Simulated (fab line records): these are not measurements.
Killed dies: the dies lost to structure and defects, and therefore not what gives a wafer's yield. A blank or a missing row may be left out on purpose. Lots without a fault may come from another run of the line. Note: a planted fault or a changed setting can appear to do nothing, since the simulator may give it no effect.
Comparing a struck lot with a sound one	flow rit_cmos	17 steps out of a route of 202
Sound: wafers L985.1, L985.3, L985.5. Struck: wafers L991.1, L991.3, L991.4. The cause is given at the end.
Order at every step that has rows: each side's tool, ch and its chambers, its first start. Under that, the readings that differ: sound wafers	struck wafers	difference of the means	sigmas: that difference in standard deviations of wafers without a fault.
alike: words and numbers the same on both sides, and readings whose means are apart by under 2 such deviations; not compared: readings that were withheld, readings missing a value for some wafer, numbers with overlapping values and no deviation given by the record, and bounds like >300 which may hide the same value.
The two part at a step that has a row with sigmas, a row that says differs or no value, or rows on one side only. Numbers that have no deviation but don't overlap get no sigmas and don't part them. Lack of a reading on every wafer of one side parts them only where that side has two or more wafers.

RIT_FOX2_THK_MEAS_01:
  sound on film_metro-04, day 2 01:49; struck on film_metro-04, day 3 07:02
  alike: FOX2_OXIDE_THK
then, 2 steps without rows for these wafers: RIT_FOX2_CLEAN_02 (cleans in dHF, time 180 s); RIT_FOX2_WET_ETCH_03 (etches Si3N4 in H3PO4, target depth 195 nm, time 2700 s).
RIT_FOX2_THK_MEAS_90:
  sound on film_metro-02, day 2 02:46; struck on film_metro-03, day 3 08:00
  alike: FIELD_OXIDE_LEFT_1_THK
then, 6 steps without rows for these wafers: RIT_NWELL_HMDS_00 (prime time 60 s); RIT_NWELL_COAT_01 (resist thk 1300 nm); RIT_NWELL_SOFTBAKE_02 (time 60 s); RIT_NWELL_EXPOSE_03 (exposes mask M2, target cd 43900 nm); RIT_NWELL_PEB_04; RIT_NWELL_DEVELOP_05 (develop time 68 s).
RIT_NWELL_OVL_MEAS_06:
  sound on overlay-02, day 2 03:45; struck on overlay-02, day 3 08:56
  alike: NWELL_OVL
then, 1 step without rows for these wafers: RIT_NWELL_HARDBAKE_07 (time 120 s).
RIT_NWELL_IMPLANT_08:
  sound on implanter-03 ch 0, day 2 04:02; struck on implanter-01 ch 0, day 3 09:13
reading	sound	struck	difference	sigmas
beam_energy_keV	170.00 170.04 169.99	179.84 179.83 179.86	+9.83	+99 or more
model.implant.rp_nm (nm)	205.3 205.3 205.3	232.2 232.2 232.2	+26.9	
model.implant.drp_nm (nm)	68.82 68.82 68.82	71.79 71.79 71.79	+2.97	
  alike: beam_on_s, end_station_pressure_torr
RIT_NWELL_STRIP_09: strips in O2, time 180 s.
  sound on plasma_asher-03 ch 1, day 2 04:11; struck on plasma_asher-04 ch 0,1, day 3 09:22
reading	sound	struck	difference	sigmas
drypump_motor_current_A (A)	6.11 6.11 6.08	5.33 5.22 5.35	-0.80	-3
  not compared: rf_hours_counter_h
RIT_NWELL_TW_MEAS_10:
  sound on film_metro-03, day 2 04:22; struck on film_metro-01, day 3 09:33
reading	sound	struck	difference	sigmas
NWELL_TW	2144 2148 2148	2173 2169 2169	+24	+2
then, 1 step without rows for these wafers: RIT_PWELL_HMDS_00 (prime time 60 s).
RIT_M1_PROBE_99:
  sound on prober-01, day 3 15:38; struck on prober-01, day 5 00:46
reading	sound	struck	difference	sigmas
model.etest.field_p_metal.vt_v (V)	-27.99 -27.83 -28.57	-31.72 -32.02 -31.84	-3.73	
model.etest.field_p.vt_v (V)	-12.29 -12.14 -12.17	-14.23 -14.25 -14.26	-2.05	
model.etest.pmos_narrow.vt_less_v (V)	0.02243 0.0215 0.02246	0.01639 0.01689 0.01911	-0.00467	
  alike: killed_at_contacts, killed_at_front_end, killed_dies, killed_open, killed_short

== WHERE THEY PART ==
Last at RIT_NWELL_TW_MEAS_10 as far as this record goes, first at RIT_NWELL_IMPLANT_08. Later steps at which nothing parts them and some readings are alike: RIT_M1_PROBE_99.

WHY: whatever the simulator had introduced
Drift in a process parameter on implanter-01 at RIT_NWELL_IMPLANT_08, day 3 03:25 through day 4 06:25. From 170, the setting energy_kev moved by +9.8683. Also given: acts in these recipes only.
